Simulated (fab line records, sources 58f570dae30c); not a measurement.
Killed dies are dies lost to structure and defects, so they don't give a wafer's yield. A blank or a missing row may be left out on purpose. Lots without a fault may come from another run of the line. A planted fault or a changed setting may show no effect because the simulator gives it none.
Which tool did it? | flow berkeley_cmos170 | 7 lots, 21 wafers sampled, at 2 steps of a route of 331

WHAT THE GAUGES READ, wafer by wafer
UCB170_GATE_CD_MEAS_12: target cd 350 nm.
lot  | measured     | on        | cd_nm (nm)
L224 | day 5 23:50  | cd_sem-01 | 353.4 352.0 349.8
L226 | day 6 06:05  | cd_sem-01 | 350.4 349.4 349.8
L227 | day 6 13:29  | cd_sem-02 | 351.5 351.2 350.3
L232 | day 7 14:56  | cd_sem-02 | 351.8 350.6 351.3
L235 | day 8 11:20  | cd_sem-02 | 360.6 360.6 360.7
L243 | day 10 05:34 | cd_sem-01 | 351.0 351.7 350.7
L246 | day 11 00:55 | cd_sem-02 | 350.1 352.4 350.5

WHICH TOOL RAN EACH LOT (tool, then ch and the chambers of the sampled wafers, then the start)
lot  | UCB170_GATE_SOFTBAKE_08
L224 | litho_track-04 ch 0, day 5 22:00
L226 | litho_track-01 ch 0, day 6 05:00
L227 | litho_track-04 ch 0, day 6 12:00
L232 | litho_track-03 ch 0, day 7 14:00
L235 | litho_track-03 ch 0, day 8 10:00
L243 | litho_track-01 ch 0, day 10 04:00
L246 | litho_track-04 ch 0, day 11 00:00
- UCB170_GATE_SOFTBAKE_08: time 60 s.

THE ANSWER, worked out from the rows above alone
Rule: what is usual is taken from the lots themselves. Put in order of their means at a reading, lots are off if they are a third of the lots or fewer, leave a main group of 4 or more, and stand apart from it by a gap of 3 or more times the standard deviation of the main group's means; of several such gaps the widest counts. A main group whose means are all the same, to the digits that the tables above print for the reading, isn't used. A lot without any number at a reading at which 4 lots or more have one is off too. The other lots that the step has rows for count as sound.
Off: L235, at UCB170_GATE_CD_MEAS_12 (cd_nm). The main group: mean 351.0 nm, standard deviation 0.56.
A tool fits if, at a process step before that reading, it ran every lot that is off, and no sound lot after the first of them. The gauges at UCB170_GATE_CD_MEAS_12 are tried like those tools. One fits: litho_track-03 at UCB170_GATE_SOFTBAKE_08. Its last sound lot is L232 (day 7 14:00), its first lot that is off L235 (day 8 10:00): a fault that began between those two fits.

WHAT THE SIMULATOR HAD PUT IN
Process parameter drift: litho_track-03, from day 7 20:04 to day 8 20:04, at UCB170_GATE_SOFTBAKE_08. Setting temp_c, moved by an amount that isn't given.
Lots struck among those shown: L235. The rule above found the same.
